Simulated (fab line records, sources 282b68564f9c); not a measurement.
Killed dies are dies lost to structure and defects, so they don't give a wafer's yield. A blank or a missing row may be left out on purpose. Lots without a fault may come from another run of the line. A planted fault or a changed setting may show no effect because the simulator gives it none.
fab line records | flow rit_cmos
record lots=6 wafers=18 last_day=7
route steps=202 shown NSD@141 PSD@142 SDANNEAL@153 M1@202
lots that met no fault: from a run of the same line without faults
start_h: hours from the record's first day to the start of the lot's first wafer shown | wait_h: hours since the lot's step before | " the same as in the row above | L1.1+2: a row that stands for several wafers | - no value, or no start given | * or withheld: withheld | < > ~ a bound
route shown NAME@n: a module of which the file shows steps, and the number in the route of the first | usual: mean/standard deviation of fault-free wafers | same: alike in all rows | chamber/n: place in a boat | sites: the reading at each site | _std_site: their standard deviation | _edge_site: outer sites' mean less inner sites' | radius_mm: how far each site lies from the wafer's centre | mask NAME#n: copy n | behind: the tool/chamber that last shaped the wafer | hold: why the lot was held/for how many hours/how that ended | device: the transistor (n, p or np) that didn't switch | end of line: the same wafers' tests at the end of the route | a step without rows: its recipe alone | killed: dies lost to structure and defects at the first sort, not the wafer's yield | map: a wafer's dies, x killed, . not, _ none there
set.NAME: the setting as run; set.NAME@STEP: as run at that earlier step | model.NAME: the simulator's own value behind a step, which no gauge read
lots at some steps of the route; a table a step, a row a wafer
services: from which hour (start_h, from the record's first day; less than 0 if before it) a tool's chamber was out of use, for how many hours, and why
## steps
# step RIT_NSD_TW_MEAS_10
# usual NSD_TW=3100/27
# columns lot.wafer tool chamber start_h wait_h NSD_TW
L319.2 film_metro-01 - 49.36 0.1 3132
L319.3 " - " " 3115
L319.5 " - " " 3121
L322.1 film_metro-01 - 65.13 0.1 3128
L322.4 " - " " 3123
L322.5 " - " " 3123
L326.2 film_metro-02 - 85.19 0.1 3066
L326.3 " - " " 3080
L326.6 " - " " 3067
L328.3 film_metro-02 - 97.70 0.1 3070
L328.5 " - " " 3061
L328.6 " - " " 3069
L334.1 film_metro-02 - 134.64 0.1 3083
L334.2 " - " " 3085
L334.6 " - " " 3092
L341.2 film_metro-01 - 168.60 0.1 3139
L341.4 " - " " 3130
L341.5 " - " " 3114
# step RIT_PSD_HMDS_00
# recipe prime_time_s=60 prime_temp_c=140
# step RIT_PSD_COAT_01
# recipe resist=NOVOLAK spin_rpm=3250 resist_thk_nm=1000
# step RIT_PSD_SOFTBAKE_02
# recipe resist=NOVOLAK temp_c=90 time_s=60
# step RIT_PSD_EXPOSE_03
# recipe mask_id=M10 na=0.57 target_cd_nm=40900 dose_mj=250
# step RIT_PSD_PEB_04
# recipe resist=NOVOLAK temp_c=withheld time_s=withheld
# step RIT_PSD_DEVELOP_05
# recipe resist=NOVOLAK develop_time_s=50 dev_temp_c=23
# step RIT_PSD_OVL_MEAS_06
# usual PSD_OVL=-0.7/1.5
# columns lot.wafer tool chamber start_h wait_h PSD_OVL[nm]
L319.2 overlay-02 - 50.39 - 0.9
L319.3 " - " " 1.6
L319.5 " - " " 2.0
L322.1 overlay-02 - 66.06 - 0.0
L322.4 " - " " -2.0
L322.5 " - " " 0.0
L326.2 overlay-02 - 86.09 - -0.1
L326.3 " - " " -0.1
L326.6 " - " " 0.2
L328.3 overlay-02 - 98.73 - -1.6
L328.5 " - " " -1.5
L328.6 " - " " -1.9
L334.1 overlay-02 - 135.55 - 1.4
L334.2 " - " " 1.3
L334.6 " - " " -0.1
L341.2 overlay-01 - 169.76 - -0.4
L341.4 " - " " -1.6
L341.5 " - " " -1.5
# step RIT_PSD_HARDBAKE_07
# recipe resist=NOVOLAK temp_c=140 time_s=60
# step RIT_PSD_IMPLANT_08
# recipe species=BF2 energy_kev=27 dose_cm2=5e+15 tilt_deg=7
# step RIT_PSD_STRIP_09
# recipe chemistry=O2 time_s=180 resist=NOVOLAK platen_temp_c=withheld power_w=500 pressure_mtorr=4000 o2_flow_sccm=4000
# usual chamber_pressure_mTorr=4000/3.7 drypump_motor_current_A=5.70/0.26
# columns lot.wafer tool chamber start_h wait_h chamber_pressure_mTorr drypump_motor_current_A rf_hours_counter_h
L319.2 plasma_asher-02 0 50.72 0.1 3997 6.05 42
L319.3 " 1 " " 4001 5.28 -
L319.5 " 1 " " 4005 5.25 -
L322.1 plasma_asher-01 0 66.50 0.1 4003 5.63 24
L322.4 " 1 " " 4001 5.68 -
L322.5 " 1 " " 3999 5.70 -
L326.2 plasma_asher-01 1 86.42 0.1 4002 5.66 27
L326.3 " 1 " " 3998 5.63 -
L326.6 " 0 " " 4004 5.58 -
L328.3 plasma_asher-01 0 99.11 0.1 4002 5.64 -
L328.5 " 0 " " 4006 5.62 -
L328.6 " 1 " " 4002 5.67 -
L334.1 plasma_asher-03 1 135.89 0.1 3996 5.65 50
L334.2 " 0 " " 3999 6.04 50
L334.6 " 0 " " 4001 6.03 -
L341.2 plasma_asher-03 0 170.17 0.1 3994 6.05 53
L341.4 " 0 " " 4005 6.00 -
L341.5 " 0 " " 3999 6.02 -
# step RIT_PSD_TW_MEAS_10
# usual PSD_TW=3417/31
# columns lot.wafer tool chamber start_h wait_h PSD_TW
L319.2 film_metro-03 - 50.90 0.1 3460
L319.3 " - " " 3460
L319.5 " - " " 3444
L322.1 film_metro-02 - 66.67 0.1 3356
L322.4 " - " " 3376
L322.5 " - " " 3362
L326.2 film_metro-02 - 86.61 0.1 3385
L326.3 " - " " 3359
L326.6 " - " " 3378
L328.3 film_metro-03 - 99.25 0.1 3461
L328.5 " - " " 3476
L328.6 " - " " 3438
L334.1 film_metro-01 - 136.06 0.1 3428
L334.2 " - " " 3422
L334.6 " - " " 3410
L341.2 film_metro-03 - 170.35 0.1 3453
L341.4 " - " " 3444
L341.5 " - " " 3433
# step RIT_SDANNEAL_CLEAN_00
# recipe chemistry=SC1 mix=3:3:50 time_s=600 temp_c=75
# usual run_length_s=628/3.5
# columns lot.wafer tool chamber start_h wait_h run_length_s
L319.2 wet_bench-02 2 50.95 0.0 627
L319.3 " 2 " " 627
L319.5 " 2 " " 627
L322.1 wet_bench-01 2 66.73 0.1 625
L322.4 " 2 " " 625
L322.5 " 2 " " 625
L326.2 wet_bench-01 3 86.66 0.0 534
L326.3 " 3 " " 534
L326.6 " 3 " " 534
L328.3 wet_bench-01 3 99.29 0.0 533
L328.5 " 3 " " 533
L328.6 " 3 " " 533
L334.1 wet_bench-02 2 136.12 0.1 628
L334.2 " 2 " " 628
L334.6 " 2 " " 628
L341.2 wet_bench-03 0 170.40 0.0 626
L341.4 " 0 " " 626
L341.5 " 0 " " 626
# step RIT_SDANNEAL_CLEAN_01
# recipe chemistry=dHF dilution=50:1 time_s=30
# step RIT_M1_PROBE_99
# usual killed_at_front_end=7/3.1 killed_dies=7/3.1 killed_open=3.3/2 killed_short=3.6/1.9
# same gross_dies=264 killed_at_M0_to_M3=0 killed_at_M4_up=0 killed_at_back_side=0 killed_at_contacts=0 killed_at_other=0
# columns lot.wafer tool chamber start_h wait_h killed_at_front_end killed_dies killed_open killed_short
L319.2 prober-02 - 59.08 0.1 4 4 2 2
L319.3 prober-02 - 59.13 0.2 8 8 3 5
L319.5 prober-02 - 59.23 0.2 10 10 3 7
L322.1 prober-01 - 74.41 0.1 7 7 2 5
L322.4 prober-01 - 74.56 0.2 3 3 1 2
L322.5 prober-01 - 74.61 0.2 5 5 2 3
L326.2 prober-01 - 94.68 0.1 5 5 4 1
L326.3 prober-01 - 94.73 0.2 7 7 3 4
L326.6 prober-01 - 94.88 0.2 4 4 2 2
L328.3 prober-01 - 108.09 0.2 3 3 1 2
L328.5 prober-01 - 108.19 0.2 3 3 1 2
L328.6 prober-01 - 108.24 0.2 5 5 2 3
L334.1 prober-01 - 144.25 0.1 7 7 2 5
L334.2 prober-01 - 144.30 0.1 2 2 1 1
L334.6 prober-01 - 144.50 0.2 6 6 1 5
L341.2 prober-01 - 178.72 0.1 4 4 4 0
L341.4 prober-01 - 178.82 0.2 9 9 5 4
L341.5 prober-01 - 178.87 0.2 5 5 4 1
# killed by level:class
L319.2 GATE:geometric_particle:short=2 GATE:geometric_particle:open=1 REOX:geometric_particle:open=1
L319.3 GATE:geometric_particle:short=2 REOX:geometric_particle:open=2 FOX2:geometric_particle:short=1 GATE:geometric_particle:open=1 REOX:geometric_particle:short=1 SPACER:geometric_particle:short=1
L319.5 FOX1:geometric_particle:short=2 GATE:geometric_particle:short=2 FOX1:geometric_particle:open=1 FOX2:geometric_particle:short=1 GATE:geometric_particle:open=1 REOX:geometric_particle:short=1 SPACER:geometric_particle:short=1 SPACER:geometric_particle:open=1
L322.1 FOX1:geometric_particle:short=2 GATE:geometric_particle:short=2 FOX1:geometric_particle:open=1 REOX:geometric_particle:open=1 SPACER:geometric_particle:short=1
L322.4 FOX1:geometric_particle:short=1 GATE:geometric_particle:short=1 GATE:geometric_particle:open=1
L322.5 SILICIDE:geometric_particle:short=2 FOX1:geometric_particle:open=1 REOX:geometric_particle:short=1 SILICIDE:geometric_particle:open=1
L326.2 FOX2:geometric_particle:open=1 GATE:geometric_particle:open=1 SPACER:geometric_particle:open=1 SPACER:geometric_particle:short=1 SILICIDE:geometric_particle:open=1
L326.3 SPACER:geometric_particle:short=2 GATE:geometric_particle:short=1 GATE:geometric_particle:open=1 SPACER:geometric_particle:open=1 SILICIDE:geometric_particle:short=1 SILICIDE:geometric_particle:open=1
L326.6 FOX1:geometric_particle:open=2 GATE:geometric_particle:short=1 SPACER:geometric_particle:short=1
L328.3 GATE:geometric_particle:short=1 SPACER:geometric_particle:short=1 SPACER:geometric_particle:open=1
L328.5 REOX:geometric_particle:short=1 SPACER:geometric_particle:short=1 SPACER:geometric_particle:open=1
L328.6 REOX:geometric_particle:short=2 FOX1:geometric_particle:open=1 FOX2:geometric_particle:open=1 SPACER:geometric_particle:short=1
L334.1 GATE:geometric_particle:short=3 FOX2:geometric_particle:open=1 FOX2:geometric_particle:short=1 REOX:geometric_particle:open=1 SPACER:geometric_particle:short=1
L334.2 REOX:geometric_particle:short=1 SILICIDE:geometric_particle:open=1
L334.6 GATE:geometric_particle:short=2 ACTIVE:geometric_particle:short=1 FOX1:geometric_particle:short=1 GATE:geometric_particle:open=1 SPACER:geometric_particle:short=1
L341.2 GATE:geometric_particle:open=2 SPACER:geometric_particle:open=1 SILICIDE:geometric_particle:open=1
L341.4 SPACER:geometric_particle:short=2 GATE:geometric_particle:open=2 GATE:geometric_particle:short=2 SILICIDE:geometric_particle:open=2 FOX1:geometric_particle:open=1
L341.5 GATE:geometric_particle:open=2 REOX:geometric_particle:open=2 SPACER:geometric_particle:short=1
## services
# columns tool chamber start_h hours kind
wet_bench-02 - 35.92 2.2 repair
plasma_asher-01 - 50.84 2.4 repair
plasma_asher-03 - 92.75 3.4 repair
plasma_asher-01 - 102.78 0.8 repair
plasma_asher-02 - 108.75 9.0 pm
plasma_asher-02 0 108.75 9.0 vent_cycle
plasma_asher-02 1 108.75 9.0 vent_cycle
plasma_asher-02 0 117.75 - clean
plasma_asher-02 1 117.75 - clean
plasma_asher-03 - 150.50 1.7 repair
## key
first_sign step=RIT_SDANNEAL_CLEAN_00 reading=run_length_s direction=down sigmas=27 usual=* struck=*
effect none on later readings
met_at RIT_SDANNEAL_CLEAN_00
struck_wafers L326.2,L326.3,L326.6,L328.3,L328.5,L328.6
tester_left_out L326,L328
onset_between 66.73 86.66
fault kind=process_parameter_drift tool=wet_bench-01 chamber=- onset_h=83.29 steps=RIT_SDANNEAL_CLEAN_00 channel=time_s offset=* shape=step end_h=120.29 acts_in=* stated=*
# tester_left_out: of these lots the tester's yield and bins aren't shown, on N5 and GAA mostly nor the transistor test; their killed dies are dies lost to structure and defects alone, not to doping, threshold or leakage, so they don't give the yield
